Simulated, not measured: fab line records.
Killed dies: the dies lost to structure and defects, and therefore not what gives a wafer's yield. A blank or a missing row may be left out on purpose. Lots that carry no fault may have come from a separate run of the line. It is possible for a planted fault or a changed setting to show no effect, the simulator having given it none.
fab line records -- flow rit_cmos
record: lots: 14, wafers: 42, last_day: 7
route steps=202 shown PWELL@47 M1@202
lots that met no fault: taken from a fault-free run of the same line
start_h: hours from the record's opening day to when the first of the lot's shown wafers began -- wait_h: time in hours since the lot's previous step -- " identical to the entry in the row above -- L1.1+2: one row covering several wafers at once -- - no value, or no start was given -- * or withheld: withheld -- < > ~ a bound
route shown NAME@n: a module of which the file shows steps, and the number in the route of the first -- usual: mean/standard deviation of fault-free wafers -- same: alike in all rows -- chamber/n: place in a boat -- sites: per-site readings -- _std_site: standard deviation of those values -- _edge_site: inner sites' mean taken away from outer sites' mean -- radius_mm: how far each site lies from the wafer's centre -- mask NAME#n: copy n -- behind: the most recent tool/chamber to have shaped the wafer -- hold: why the lot went on hold/how many hours it stayed there/how the hold came to an end -- device: names the non-switching transistor (n, p or np) -- end of line: the route-end tests of the same wafers -- step lacking rows: just its recipe -- killed: dies lost to structure and defects at the first sort, not the wafer's yield -- map: per-die view of a wafer (x killed, . not killed, _ where there is no die)
set.NAME: the setting as run; set.NAME@STEP: as run at that earlier step -- model.NAME: the simulator's own value behind a step, which no gauge read
a sample of lots followed through the steps of the route, with each step as a table and each wafer as a row
services: a tool's chamber out of use, with start hour (start_h, from the record's first day; less than 0 if before it), hours out, and reason
== steps ==
step: RIT_PWELL_IMPLANT_08
recipe: species: B, energy_kev: 170, dose_cm2: 7e+13, tilt_deg: 7
usual: beam_on_s: 10.00/0.2, dose_ions_cm2: 6.998e+13/7.8e+10, end_station_pressure_torr: 5.14e-06/2.8e-07, faraday_current_uA: 222/4.5
lot.wafer,tool,chamber,start_h,wait_h,beam_on_s,dose_ions_cm2,end_station_pressure_torr,faraday_current_uA
L185.1,implanter-01,0,23.83,0.2,9.80,7.002e+13,4.99e-06,227
L185.3,implanter-01,0,23.83,0.2,10.02,6.992e+13,4.72e-06,221
L185.6,implanter-01,0,23.83,0.2,9.96,7.004e+13,5.67e-06,223
L186.1,implanter-04,0,29.30,0.2,9.92,7.012e+13,4.85e-06,223
L186.3,implanter-04,0,29.30,0.2,9.91,6.993e+13,5.13e-06,223
L186.5,implanter-04,0,29.30,0.2,9.96,7e+13,5.28e-06,222
L187.1,implanter-03,0,33.49,0.2,9.52,6.99e+13,5.16e-06,233
L187.4,implanter-03,0,33.49,0.2,9.93,6.996e+13,5.05e-06,223
L187.5,implanter-03,0,33.49,0.2,9.92,6.981e+13,5.09e-06,223
L188.3,implanter-01,0,42.39,0.2,10.05,7.004e+13,4.55e-06,222
L188.4,implanter-01,0,42.39,0.2,9.70,7.001e+13,4.95e-06,228
L188.6,implanter-01,0,42.39,0.2,10.22,7.009e+13,4.86e-06,217
L189.1,implanter-04,0,45.70,0.2,10.22,6.989e+13,5.26e-06,216
L189.2,implanter-04,0,45.70,0.2,10.21,6.992e+13,4.85e-06,217
L189.6,implanter-04,0,45.70,0.2,9.79,6.997e+13,4.87e-06,226
L190.1,implanter-01,0,50.55,0.2,10.34,7.003e+13,4.94e-06,215
L190.3,implanter-01,0,50.55,0.2,10.23,7.007e+13,5.09e-06,216
L190.4,implanter-01,0,50.55,0.2,9.88,6.983e+13,5.19e-06,226
L191.1,implanter-04,0,60.89,0.2,10.11,6.995e+13,4.86e-06,219
L191.3,implanter-04,0,60.89,0.2,10.09,6.987e+13,5.3e-06,220
L191.6,implanter-04,0,60.89,0.2,9.97,6.998e+13,5.37e-06,225
L192.1,implanter-03,0,65.12,0.2,10.10,6.992e+13,4.7e-06,220
L192.2,implanter-03,0,65.12,0.2,10.13,6.991e+13,5.31e-06,219
L192.3,implanter-03,0,65.12,0.2,10.16,6.975e+13,5.07e-06,218
L199.1,implanter-03,0,98.32,0.2,15.61,6.9992e+14,5.38e-06,1426
L199.2,implanter-03,0,98.32,0.2,15.51,6.9992e+14,5.83e-06,1430
L199.5,implanter-03,0,98.32,0.2,15.54,6.9987e+14,6.6e-06,1435
L200.2,implanter-04,0,101.17,0.2,10.13,7.007e+13,5.14e-06,218
L200.3,implanter-04,0,101.17,0.2,10.22,7.01e+13,5.06e-06,217
L200.5,implanter-04,0,101.17,0.2,9.79,7.007e+13,5.44e-06,227
L201.2,implanter-03,0,104.01,0.2,15.28,6.9998e+14,6.04e-06,1449
L201.3,implanter-03,0,104.01,0.2,14.97,6.9996e+14,6.14e-06,1484
L201.5,implanter-03,0,104.01,0.2,15.32,6.9993e+14,6.4e-06,1443
L203.2,implanter-01,0,115.43,0.2,10.08,7.006e+13,5.1e-06,221
L203.4,implanter-01,0,115.43,0.2,9.89,6.994e+13,5.02e-06,225
L203.5,implanter-01,0,115.43,0.2,9.79,6.987e+13,5.17e-06,226
L207.1,implanter-04,0,133.58,0.2,9.87,6.991e+13,5.42e-06,224
L207.3,implanter-04,0,133.58,0.2,9.74,6.992e+13,5.52e-06,229
L207.6,implanter-04,0,133.58,0.2,9.52,6.986e+13,5.55e-06,233
L208.2,implanter-01,0,138.02,0.2,9.85,7e+13,5.27e-06,225
L208.4,implanter-01,0,138.02,0.2,9.70,7.003e+13,4.75e-06,229
L208.5,implanter-01,0,138.02,0.2,10.27,7.001e+13,4.64e-06,217
step: RIT_PWELL_TW_MEAS_10
usual: PWELL_TW: 959/7.9
lot.wafer,tool,chamber,start_h,wait_h,PWELL_TW
L185.1,film_metro-01,-,24.15,0.1,961
L185.3,film_metro-01,-,24.15,0.1,964
L185.6,film_metro-01,-,24.15,0.1,963
L186.1,film_metro-04,-,29.62,0.1,960
L186.3,film_metro-04,-,29.62,0.1,965
L186.5,film_metro-04,-,29.62,0.1,963
L187.1,film_metro-04,-,33.81,0.1,960
L187.4,film_metro-04,-,33.81,0.1,959
L187.5,film_metro-04,-,33.81,0.1,965
L188.3,film_metro-04,-,42.69,0.1,967
L188.4,film_metro-04,-,42.69,0.1,967
L188.6,film_metro-04,-,42.69,0.1,965
L189.1,film_metro-01,-,46.03,0.1,965
L189.2,film_metro-01,-,46.03,0.1,967
L189.6,film_metro-01,-,46.03,0.1,961
L190.1,film_metro-03,-,50.87,0.1,942
L190.3,film_metro-03,-,50.87,0.1,943
L190.4,film_metro-03,-,50.87,0.1,944
L191.1,film_metro-01,-,61.22,0.1,952
L191.3,film_metro-01,-,61.22,0.1,956
L191.6,film_metro-01,-,61.22,0.1,948
L192.1,film_metro-03,-,65.44,0.1,937
L192.2,film_metro-03,-,65.44,0.1,935
L192.3,film_metro-03,-,65.44,0.1,940
L199.1,film_metro-04,-,98.65,0.1,2028
L199.2,film_metro-04,-,98.65,0.1,2028
L199.5,film_metro-04,-,98.65,0.1,2026
L200.2,film_metro-04,-,101.48,0.1,968
L200.3,film_metro-04,-,101.48,0.1,970
L200.5,film_metro-04,-,101.48,0.1,968
L201.2,film_metro-01,-,104.32,0.1,2013
L201.3,film_metro-01,-,104.32,0.1,2020
L201.5,film_metro-01,-,104.32,0.1,2006
L203.2,film_metro-03,-,115.74,0.1,942
L203.4,film_metro-03,-,115.74,0.1,941
L203.5,film_metro-03,-,115.74,0.1,948
L207.1,film_metro-04,-,133.91,0.1,962
L207.3,film_metro-04,-,133.91,0.1,957
L207.6,film_metro-04,-,133.91,0.1,967
L208.2,film_metro-04,-,138.33,0.1,967
L208.4,film_metro-04,-,138.33,0.1,965
L208.5,film_metro-04,-,138.33,0.1,962
step: RIT_WELLDRIVE_RS_MEAS_02
recipe: thk_meas_gauge: four-point-probe
usual: PWELL_RS: 428.9/1.2
lot.wafer,tool,chamber,start_h,wait_h,PWELL_RS[ohm/sq]
L185.1,film_metro-04,-,30.48,0.1,427.2
L185.3,film_metro-04,-,30.48,0.1,430.0
L185.6,film_metro-04,-,30.48,0.1,429.1
L186.1,film_metro-01,-,35.52,0.1,429.0
L186.3,film_metro-01,-,35.52,0.1,430.1
L186.5,film_metro-01,-,35.52,0.1,430.6
L187.1,film_metro-04,-,40.60,0.1,428.7
L187.4,film_metro-04,-,40.60,0.1,428.3
L187.5,film_metro-04,-,40.60,0.1,429.8
L188.3,film_metro-03,-,48.82,0.1,428.9
L188.4,film_metro-03,-,48.82,0.1,428.8
L188.6,film_metro-03,-,48.82,0.1,428.0
L189.1,film_metro-01,-,54.84,0.1,428.9
L189.2,film_metro-01,-,54.84,0.1,427.9
L189.6,film_metro-01,-,54.84,0.1,429.4
L190.1,film_metro-04,-,59.91,0.1,427.0
L190.3,film_metro-04,-,59.91,0.1,428.6
L190.4,film_metro-04,-,59.91,0.1,428.9
L191.1,film_metro-03,-,66.66,0.1,429.2
L191.3,film_metro-03,-,66.66,0.1,429.2
L191.6,film_metro-03,-,66.66,0.1,429.3
L192.1,film_metro-03,-,71.74,0.1,429.7
L192.2,film_metro-03,-,71.74,0.1,429.0
L192.3,film_metro-03,-,71.74,0.1,427.4
L199.1,film_metro-04,-,103.91,0.1,98.3
L199.2,film_metro-04,-,103.91,0.1,98.3
L199.5,film_metro-04,-,103.91,0.1,98.2
L200.2,film_metro-01,-,107.95,0.1,432.1
L200.3,film_metro-01,-,107.95,0.1,430.4
L200.5,film_metro-01,-,107.95,0.1,429.7
L201.2,film_metro-04,-,109.59,0.1,98.2
L201.3,film_metro-04,-,109.59,0.1,98.2
L201.5,film_metro-04,-,109.59,0.1,98.1
L203.2,film_metro-03,-,121.01,0.1,428.4
L203.4,film_metro-03,-,121.01,0.1,428.1
L203.5,film_metro-03,-,121.01,0.1,427.7
L207.1,film_metro-01,-,140.33,0.1,428.8
L207.3,film_metro-01,-,140.33,0.1,429.8
L207.6,film_metro-01,-,140.33,0.1,430.6
L208.2,film_metro-03,-,143.60,0.1,427.9
L208.4,film_metro-03,-,143.60,0.1,427.3
L208.5,film_metro-03,-,143.60,0.1,428.6
step: RIT_M1_PROBE_99
usual: killed_at_M0_to_M3: 0.0/0.083, killed_at_contacts: 0.1/0.36, killed_at_front_end: 7/3.1, killed_dies: 7/3.1, killed_open: 3.6/2.1, killed_short: 3.2/1.9
same: gross_dies: 264, killed_at_M4_up: 0, killed_at_back_side: 0, killed_at_other: 0
lot.wafer,tool,chamber,start_h,wait_h,killed_at_M0_to_M3,killed_at_contacts,killed_at_front_end,killed_dies,killed_open,killed_short
L189.1,prober-01,-,86.88,0.1,0,0,8,8,5,3
L189.2,prober-01,-,86.93,0.1,0,0,6,6,5,1
L189.6,prober-01,-,87.13,0.2,0,0,5,5,2,3
L192.1,prober-02,-,104.77,0.1,0,0,15,15,8,7
L192.2,prober-02,-,104.82,0.1,0,1,4,5,3,2
L192.3,prober-02,-,104.87,0.2,0,2,6,8,4,4
L199.1,prober-01,-,134.92,0.1,0,0,3,3,0,3
L199.2,prober-01,-,134.97,0.1,0,0,11,11,3,8
L199.5,prober-01,-,135.12,0.2,0,0,10,10,6,4
L201.2,prober-01,-,140.01,0.1,0,0,5,5,2,3
L201.3,prober-01,-,140.06,0.2,0,0,5,5,1,4
L201.5,prober-01,-,140.16,0.2,0,0,4,4,3,1
killed by level:class
L189.1 FOX1:geometric_particle:open=2 GATE:geometric_particle:open=2 SPACER:geometric_particle:short=2 REOX:geometric_particle:short=1 SPACER:geometric_particle:open=1
L189.2 GATE:geometric_particle:open=2 REOX:geometric_particle:open=2 FOX1:geometric_particle:open=1 SPACER:geometric_particle:short=1
L189.6 SILICIDE:geometric_particle:short=2 FOX1:geometric_particle:short=1 GATE:geometric_particle:open=1 SILICIDE:geometric_particle:open=1
L192.1 GATE:geometric_particle:short=4 GATE:geometric_particle:open=3 SPACER:geometric_particle:open=2 FOX1:geometric_particle:short=1 FOX2:geometric_particle:open=1 REOX:geometric_particle:open=1 SPACER:geometric_particle:short=1 SILICIDE:geometric_particle:open=1
L192.2 FOX1:geometric_particle:open=1 REOX:geometric_particle:short=1 SPACER:geometric_particle:open=1 SPACER:geometric_particle:short=1 CONTACT:geometric_particle:open=1
L192.3 GATE:geometric_particle:short=2 REOX:geometric_particle:open=2 FOX1:geometric_particle:open=1 SPACER:geometric_particle:short=1 CONTACT:geometric_particle:open=1 CONTACT:geometric_particle:short=1
L199.1 SPACER:geometric_particle:short=2 SILICIDE:geometric_particle:short=1
L199.2 GATE:geometric_particle:short=4 GATE:geometric_particle:open=3 FOX1:geometric_particle:short=2 FOX2:geometric_particle:short=1 SILICIDE:geometric_particle:short=1
L199.5 GATE:geometric_particle:open=3 FOX1:geometric_particle:open=1 FOX2:geometric_particle:short=1 FOX2:geometric_particle:open=1 GATE:geometric_particle:short=1 REOX:geometric_particle:open=1 SPACER:geometric_particle:short=1 SILICIDE:geometric_particle:short=1
L201.2 GATE:geometric_particle:open=2 GATE:geometric_particle:short=2 SPACER:geometric_particle:short=1
L201.3 SILICIDE:geometric_particle:short=3 FOX2:geometric_particle:short=1 GATE:geometric_particle:open=1
L201.5 GATE:geometric_particle:open=2 REOX:geometric_particle:short=1 REOX:geometric_particle:open=1
== services ==
tool,chamber,start_h,hours,kind
implanter-01,-,10.09,3.7,pm
implanter-03,-,25.11,4.3,pm
implanter-03,-,38.57,3.5,repair
implanter-03,-,62.72,1.9,repair
implanter-01,-,127.38,9.0,repair
== key ==
first_sign: step: RIT_PWELL_IMPLANT_08, reading: dose_ions_cm2, direction: up, sigmas: 99+, usual: 6.998e+13, struck: 6.9993e+14
effect: step: RIT_PWELL_IMPLANT_08, reading: faraday_current_uA, direction: up, sigmas: 99+, usual: 222, struck: 1445
effect: step: RIT_PWELL_TW_MEAS_10, reading: PWELL_TW, direction: up, sigmas: 99+, usual: 959, struck: 2020
effect: step: RIT_WELLDRIVE_RS_MEAS_02, reading: PWELL_RS, direction: down, sigmas: 99+, usual: 428.9, struck: 98.2
met_at RIT_PWELL_IMPLANT_08
struck_lots L199,L201
tester_left_out L199,L201
onset_between 65.12 98.32
fault: kind: process_parameter_drift, tool: implanter-03, chamber: -, onset_h: 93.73, steps: RIT_PWELL_IMPLANT_08, channel: dose_cm2, offset: 6.3e+14, shape: step, end_h: 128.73, acts_in: these_recipes_only, stated: 7e+13
tester_left_out: of these lots the tester's yield and bins aren't shown, on N5 and GAA mostly nor the transistor test; their killed dies are dies lost to structure and defects alone, not to doping, threshold or leakage, so they don't give the yield
